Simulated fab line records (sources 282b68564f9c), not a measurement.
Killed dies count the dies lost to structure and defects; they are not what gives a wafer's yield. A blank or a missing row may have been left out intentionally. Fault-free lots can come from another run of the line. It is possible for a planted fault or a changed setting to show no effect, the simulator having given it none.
The tool behind it: which one? ; flow ritCmos ; 45 wafers from 15 lots sampled at 3 of the route's 202 steps

WHAT EACH GAUGE READ, for each wafer
RIT_PRETRO_TW_MEAS_10. Usual: PRETRO_TW 474, standard deviation 6.
lot;measured;on;PRETRO_TW;flag
L490;day 2 07:20;filmMetro-02;483 485 483;
L493;day 2 23:20;filmMetro-04;472 471 472;
L495;day 3 08:21;filmMetro-01;468 468 469;
L496;day 3 13:29;filmMetro-02;484 482 483;
L497;day 3 19:19;filmMetro-04;469 470 471;
L498;day 4 00:22;filmMetro-01;468 467 468;
L501;day 4 14:37;filmMetro-02;480 484 479;
L500;day 4 16:58;filmMetro-04;468 469 471;
L502;day 4 20:05;filmMetro-04;470 470 470;
L503;day 5 00:22;filmMetro-01;471 470 470;
L505;day 5 11:32;filmMetro-02;482 484 480;
L508;day 6 02:10;filmMetro-02;477 480 478;
L509;day 6 08:18;filmMetro-04;469 466 470;
L510;day 6 16:27;filmMetro-04;472 470 468;
L511;day 6 18:26;filmMetro-02;481 479 481;

RIT_CONTACT_OVL_MEAS_09. Usual: CONTACT_OVL 1.5 nm, standard deviation 1.5.
lot;measured;on;CONTACT_OVL (nm);flag
L490;day 3 03:48;overlay-01;2.1 1.2 1.6;
L493;day 3 20:15;overlay-01;1.5 4.7 2.1;
L495;day 4 05:43;overlay-02;0.5 1.9 2.4;
L496;day 4 09:56;overlay-01;0.6 1.8 0.4;
L497;day 4 17:32;overlay-02;0.5 -1.0 0.7;
L498;day 4 20:06;overlay-02;1.5 0.9 0.9;
L501;day 5 13:02;overlay-02;3.8 3.8 2.4;
L500;day 5 17:58;overlay-02;-0.2 0.5 0.7;
L502;day 5 15:51;overlay-01;4.8 4.7 4.4;
L503;day 5 20:46;overlay-01;-0.1 2.0 0.0;
L505;day 6 09:48;overlay-02;0.9 0.6 0.7;
L508;day 7 02:26;overlay-02;1.3 1.7 0.7;
L509;day 7 04:13;overlay-02;1.3 2.5 0.7;
L510;day 7 16:29;overlay-02;0.7 -0.4 1.6;
L511;day 7 16:43;overlay-01;1.6 3.1 2.8;

TOOL THAT RAN EACH LOT (tool first, then ch and the chambers of the sampled wafers, then the start)
lot;RIT_PLDD_STRIP_09
L490;plasmaAsher-03 ch 0,1, day 2 19:10
L493;plasmaAsher-03 ch 0,1, day 3 11:49
L495;plasmaAsher-01 ch 0,1, day 3 20:43
L496;plasmaAsher-03 ch 0,1, day 4 01:11
L497;plasmaAsher-03 ch 0,1, day 4 08:52
L498;plasmaAsher-03 ch 0,1, day 4 11:43
L501;plasmaAsher-03 ch 0,1, day 5 03:31
L500;plasmaAsher-03 ch 0,1, day 5 07:02
L502;plasmaAsher-04 ch 0,1, day 5 07:25
L503;plasmaAsher-01 ch 0,1, day 5 12:19
L505;plasmaAsher-04 ch 0,1, day 6 00:26
L508;plasmaAsher-04 ch 0,1, day 6 17:28
L509;plasmaAsher-04 ch 0,1, day 6 19:54
L510;plasmaAsher-03 ch 0,1, day 7 07:58
L511;plasmaAsher-04 ch 0, day 7 08:16
- RIT_PLDD_STRIP_09: strips in O2, time 180 s.

AS READ BY THE TOOLS THEMSELVES (means over the sampled wafers that have a number; for cases with no such wafer, the mark the record gives instead)
RIT_PLDD_STRIP_09. Usual: drypumpMotorCurrentA 5.9 A, standard deviation 0.32; runLengthS 208.4 s, standard deviation 0.35.
lot;tool;drypumpMotorCurrentA (A);runLengthS (s);flag
L490;plasmaAsher-03;6.0;208.1;
L493;plasmaAsher-03;6.1;208.1;
L495;plasmaAsher-01;5.9;208.4;
L496;plasmaAsher-03;6.1;208.5;
L497;plasmaAsher-03;6.1;208.3;
L498;plasmaAsher-03;6.1;208.1;
L501;plasmaAsher-03;6.1;208.3;
L500;plasmaAsher-03;6.1;208.3;
L502;plasmaAsher-04;5.6;208.5;
L503;plasmaAsher-01;5.8;208.5;
L505;plasmaAsher-04;5.6;208.8;
L508;plasmaAsher-04;6.0;208.6;
L509;plasmaAsher-04;6.0;208.5;
L510;plasmaAsher-03;6.1;208.3;
L511;plasmaAsher-04;6.4;208.2;

THE ANSWER, worked out from the rows above alone
Rule: take the mean of a lot's wafers that have a number; if it is more than 3 standard deviations from the usual mean, the lot is off. A lot without any number at a reading at which 4 lots or more have one is off too. The other lots that the step has rows for count as sound. The gauges are gone through in route order, then the tools' own readings, and for those a lot's mean is taken as printed above. The first step at which some lot is off is used, and at that step the reading that is off furthest; a lot without a number counts as furthest.
None of the lots is off at any reading shown; this tells nothing.

WHAT HAD BEEN PUT IN BY THE SIMULATOR
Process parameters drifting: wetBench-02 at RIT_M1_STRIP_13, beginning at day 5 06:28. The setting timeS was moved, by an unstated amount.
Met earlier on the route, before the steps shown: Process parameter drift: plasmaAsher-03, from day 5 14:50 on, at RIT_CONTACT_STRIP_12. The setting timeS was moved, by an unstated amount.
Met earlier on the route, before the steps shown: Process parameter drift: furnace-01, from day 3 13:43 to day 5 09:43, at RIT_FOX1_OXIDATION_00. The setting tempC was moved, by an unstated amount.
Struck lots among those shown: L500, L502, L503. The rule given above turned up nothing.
